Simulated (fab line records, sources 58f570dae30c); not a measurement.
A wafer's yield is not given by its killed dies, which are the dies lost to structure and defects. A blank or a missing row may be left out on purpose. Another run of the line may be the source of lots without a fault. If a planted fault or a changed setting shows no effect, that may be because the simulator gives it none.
Problem report, 8D (eight disciplines) form, completed by code -- flow berkeley cmos170 -- the parts of the form that need people (team, actions taken, sign-off) are left out

## 1. PROBLEM STATEMENT
Wafers without a fault read 2999.8 rpm, standard deviation 2.1; spin speed rpm at UCB170_GATE_COAT_06 reads a mean of 2936.2 rpm on 6 wafers belonging to 2 lots. Relative to the usual mean, that is a shift of -30 standard deviations.
Seen first at day 10 09:41 on litho track-01, wafer L738.2. At this step, 42 wafers from 14 lots have a number in the record. By rule, "out" or "out of limits" means more than 4 standard deviations away from the usual mean. Any other wafer with a number is counted as sound.

## 2. WHAT IT IS AND WHAT IT IS NOT
question,is,is not
which readings at this step,spin speed rpm,-
which lots,"L738, L741","L725, L726, L728, L729, L730, L732, L734, L735, L742, L745, L747, L748"
which wafers of those lots,all that have a number,-
read on which tools,litho track-01,"litho track-02, litho track-03"
when,from day 10 09:41,"up to then (24 sound wafers); but 12 sound wafers of L742, L745, L747, L748 came after"

## 3. THE SUSPECTS, EACH WITH WHAT RULES IT OUT
Counting: a tool stays on the suspect list if, at a process step up to the reading, it processed all lots that are out and no sound lot following the first of them.
- rie diel-01 at UCB170_ACTIVE_ETCH_15 (etches Si3N4 in CH3F/Ar/O2, stops on SiO2, target depth 242 nm, time 151 s): ruled out as a lasting fault. After its first lot that is out, L738 (day 7 17:25), sound lots L742, L748 ran on it.
- litho track-01 at UCB170_GATE_COAT_06: kept. All lots that are out passed through it, beginning with L738 at day 10 09:41, and no sound lot followed; its final sound lot before that point was L734 at day 9 10:47. Out on those wafers are its own readings of spin speed rpm.
After counting, what remains is litho track-01 at UCB170_GATE_COAT_06.

## 4. THE CAUSE (what the simulator had put in)
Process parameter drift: litho track-01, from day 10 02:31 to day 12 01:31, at UCB170_GATE_COAT_06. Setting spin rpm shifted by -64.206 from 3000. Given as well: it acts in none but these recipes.
The count eliminated every tool but this one.

## 5. THE CHAIN OF EFFECTS, in route order
Each row: a reading whose mean over the struck wafers that have a number lies more than 3 standard deviations from the usual. Readings are gone through only where the record gives a usual standard deviation; hours: the median, over the lots, of the time from a lot's start at the first step in this table giving one to that lot's start at this step; sigmas: the change measured in usual standard deviations.
hours,step,reading,usual,on struck wafers,change,sigmas
0,UCB170_GATE_COAT_06,spin speed rpm,2999.8 rpm,2936.2,-63.6,-30
The process steps in it:
- UCB170_GATE_COAT_06
At these later measuring or inspecting steps, every struck wafer for which the step has a row has a number for every such reading, and none has moved that far: UCB170_NLDD_CD_MEAS_06.

## 6. WHAT WOULD HAVE CAUGHT IT SOONER
In this record no reading fell out of limits until day 10 09:41, 7 hours after the fault had begun at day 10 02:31.
